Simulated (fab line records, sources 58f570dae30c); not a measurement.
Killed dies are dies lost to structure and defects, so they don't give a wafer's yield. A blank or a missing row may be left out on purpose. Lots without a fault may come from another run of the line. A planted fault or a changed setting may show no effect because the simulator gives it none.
One fault seen from 2 desks | flow berkeley_cmos170 | each desk has only its own numbers; what lay behind them comes last

THE TOOL OWNER'S DESK: implanter-01
The tool's own readings at UCB170_PLDD_IMPLANT_08: means of the sampled wafers that have a number, for each lot that ran on this tool. A lot is out of limits, marked OUT, if its mean lies more than 4 standard deviations from the usual mean; the brackets give that distance.
Columns: A = beam_energy_keV at UCB170_PLDD_IMPLANT_08, usual 10.001; B = beam_on_s at UCB170_PLDD_IMPLANT_08, usual 10.01 s; C = faraday_current_uA at UCB170_PLDD_IMPLANT_08, usual 158
lot  | first seen here | A                       | B               | C
L599 | day 8 03:34     | 10.001                  | 9.86            | 161
L601 | day 8 22:19     | 10.001                  | 9.88            | 161
L607 | day 9 03:27     | 6.497 (-99 or more) OUT | 16.59 (+30) OUT | 96 (-19) OUT
L608 | day 9 16:57     | 6.501 (-99 or more) OUT | 16.80 (+31) OUT | 95 (-19) OUT
This desk's finding: out of limits on L607, L608; first on L607, day 9 03:27 (beam_energy_keV at UCB170_PLDD_IMPLANT_08). In limits: L599, L601.

THE METROLOGY DESK
What the gauges read, lot by lot, whatever tool the lot ran on: means of the sampled wafers that have a number. A lot is out of limits, marked OUT, if its mean lies more than 4 standard deviations from the usual mean; the brackets give that distance.
Columns: A = cd_nm at UCB170_GATE_CD_MEAS_12, usual 350.3 nm; B = cd_nm at UCB170_PLDD_CD_MEAS_06, usual 1200.1 nm; C = PLDD_OVL at UCB170_PLDD_OVL_MEAS_07, usual -3 nm; D = PLDD_TW at UCB170_PLDD_TW_MEAS_11, usual 1009; E = PLDD_RS at UCB170_SDANNEAL_RS_MEAS_04, usual 1031.5 ohm/sq
lot  | first seen here | A     | B      | C  | D              | E
L597 | day 7 08:16     | 351.1 | 1200.5 | -7 | 1010           | 1030.6
L598 | day 8 01:24     | 351.4 | 1200.6 | 4  | 1017           | 1031.9
L599 | day 8 01:41     | 349.4 | 1199.7 | -4 | 996            | 1032.5
L602 | day 8 18:49     | 349.9 | 1197.8 | 1  | 1010           | 1037.5
L603 | day 8 18:50     | 349.0 | 1200.2 | -2 | 1011           | 1034.4
L601 | day 8 19:32     | 352.9 | 1200.2 | -2 | 1001           | 1031.6
L604 | day 8 19:39     | 349.8 | 1200.6 | -1 | 1014           | 1029.7
L607 | day 9 01:46     | 350.4 | 1201.3 | -4 | 950 (-7.5) OUT | 1050.5 (+6.8) OUT
L608 | day 9 15:05     | 350.7 | 1197.9 | -0 | 961 (-6.0) OUT | 1046.6 (+5.4) OUT
L613 | day 10 16:28    | 349.6 | 1200.0 | -1 | 1010           | 1032.8
L614 | day 10 23:51    | 349.9 | 1199.2 | -8 | 997            | 1033.3
L615 | day 11 00:08    | 348.3 | 1199.9 | -7 | 996            | 1033.9
L617 | day 11 15:24    | 350.5 | 1201.0 | -2 | 1013           | 1028.3
L620 | day 11 22:35    | 349.0 | 1200.6 | -6 | 1012           | 1038.2
This desk's finding: out of limits on L607, L608; first on L607, day 9 03:51 (PLDD_TW at UCB170_PLDD_TW_MEAS_11). In limits: L597, L598, L599, L602, L603, L601, L604, L613, L614, L615, L617, L620.

PUT TOGETHER
The tool owner's desk could have raised an alarm at day 9 03:27, on L607, L608.
The metrology desk could have raised an alarm at day 9 03:51, on L607, L608.
Of the lots named, all ran UCB170_PLDD_IMPLANT_08 on implanter-01.

WHAT THE SIMULATOR HAD PUT IN
Process parameter drift: implanter-01, from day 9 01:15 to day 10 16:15, at UCB170_PLDD_IMPLANT_08. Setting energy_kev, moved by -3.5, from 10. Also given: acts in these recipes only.
Lots struck among those shown: L607, L608.
Hours from the fault's start to each desk's first reading out of limits: the tool owner's desk, 2; the metrology desk, 3.
